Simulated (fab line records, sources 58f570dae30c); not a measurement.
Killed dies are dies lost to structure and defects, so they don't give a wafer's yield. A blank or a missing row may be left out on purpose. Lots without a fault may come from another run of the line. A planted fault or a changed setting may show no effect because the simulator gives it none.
A struck lot beside a sound one | flow berkeley_cmos170 | 15 steps out of a route of 331
Sound: wafers L112.1, L112.3, L112.6. Struck: wafers L124.2, L124.4, L124.6. The cause comes at the end.
At each step with rows: each side's tool, then ch and its chambers, then its first start. Under that, the readings that differ: sound wafers | struck wafers | difference of the means | sigmas: that difference in standard deviations of wafers without a fault.
alike: readings whose means differ by less than 2 such deviations, and words and numbers that are the same on both sides. not compared: withheld readings, readings that some wafer has no value for, bounds like >300 that may hide the same value, and numbers for which the record gives no deviation and whose values overlap.
The two part at a step that has a row with sigmas, a row that says differs or no value, or rows on one side only. Numbers that don't overlap but have no deviation are shown without sigmas and don't part them. A reading that every wafer of one side lacks parts them only if that side has two wafers or more.

UCB170_PLDD_STRIP_10: strips in O2.
  sound on plasma_asher-03 ch 0,1, day 8 20:01; struck on plasma_asher-04 ch 0,1, day 11 12:16
  alike: drypump_motor_current_A, oes_product_au, strip_time_to_endpoint_s
  not compared: rf_hours_counter_h
UCB170_PLDD_TW_MEAS_11:
  sound on film_metro-03, day 8 20:13; struck on film_metro-03, day 11 12:23
  alike: PLDD_TW
then, 7 steps without rows for these wafers: UCB170_PLDD_CLEAN_12 (cleans in SPM, time 600 s); UCB170_NLDD_HMDS_00 (prime time 60 s); UCB170_NLDD_COAT_01 (resist thk 900 nm); UCB170_NLDD_SOFTBAKE_02 (time 60 s); UCB170_NLDD_EXPOSE_03 (exposes mask NSELECT, target cd 1200 nm); UCB170_NLDD_PEB_04; UCB170_NLDD_DEVELOP_05 (develop time 45 s).
UCB170_NLDD_CD_MEAS_06: target cd 1200 nm.
  sound on cd_sem-01, day 8 21:47; struck on cd_sem-02, day 11 14:24
  alike: cd_nm
UCB170_NLDD_OVL_MEAS_07:
  sound on overlay-01, day 8 21:54; struck on overlay-01, day 11 14:31
  alike: NLDD_OVL
then, 1 step without rows for these wafers: UCB170_NLDD_IMPLANT_08.
UCB170_NLDD_IMPLANT_09:
  sound on implanter-04 ch 0, day 8 22:05; struck on implanter-04 ch 0, day 11 14:43
  reading                   | sound                | struck               | difference | sigmas
  beam_energy_keV           | 30.000 29.983 29.993 | 27.981 27.994 27.994 | -2.002     | -99 or more
  model.implant.rp_nm (nm)  | 21.63 21.63 21.63    | 20.19 20.19 20.19    | -1.44      |
  model.implant.drp_nm (nm) | 9.611 9.611 9.611    | 9.137 9.137 9.137    | -0.474     |
  alike: beam_on_s, dose_ions_cm2
UCB170_NLDD_STRIP_10: strips in O2.
  sound on plasma_asher-03 ch 1, day 8 22:14; struck on plasma_asher-02 ch 0,1, day 11 14:50
  alike: drypump_motor_current_A, oes_product_au, strip_time_to_endpoint_s
  not compared: rf_hours_counter_h
UCB170_M3_PROBE_99:
  sound on prober-02, day 10 05:46; struck on prober-02, day 13 01:14
  not compared: model.etest.nldd.rs_ohm_sq

WHERE THEY PART
Only at UCB170_NLDD_IMPLANT_09, within this record. Later steps at which nothing parts them and some readings are alike: UCB170_NLDD_STRIP_10.

WHY: what the simulator had put in
Process parameter drift: implanter-04, from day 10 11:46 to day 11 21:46, at UCB170_NLDD_IMPLANT_09. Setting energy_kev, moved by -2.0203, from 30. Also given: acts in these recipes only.
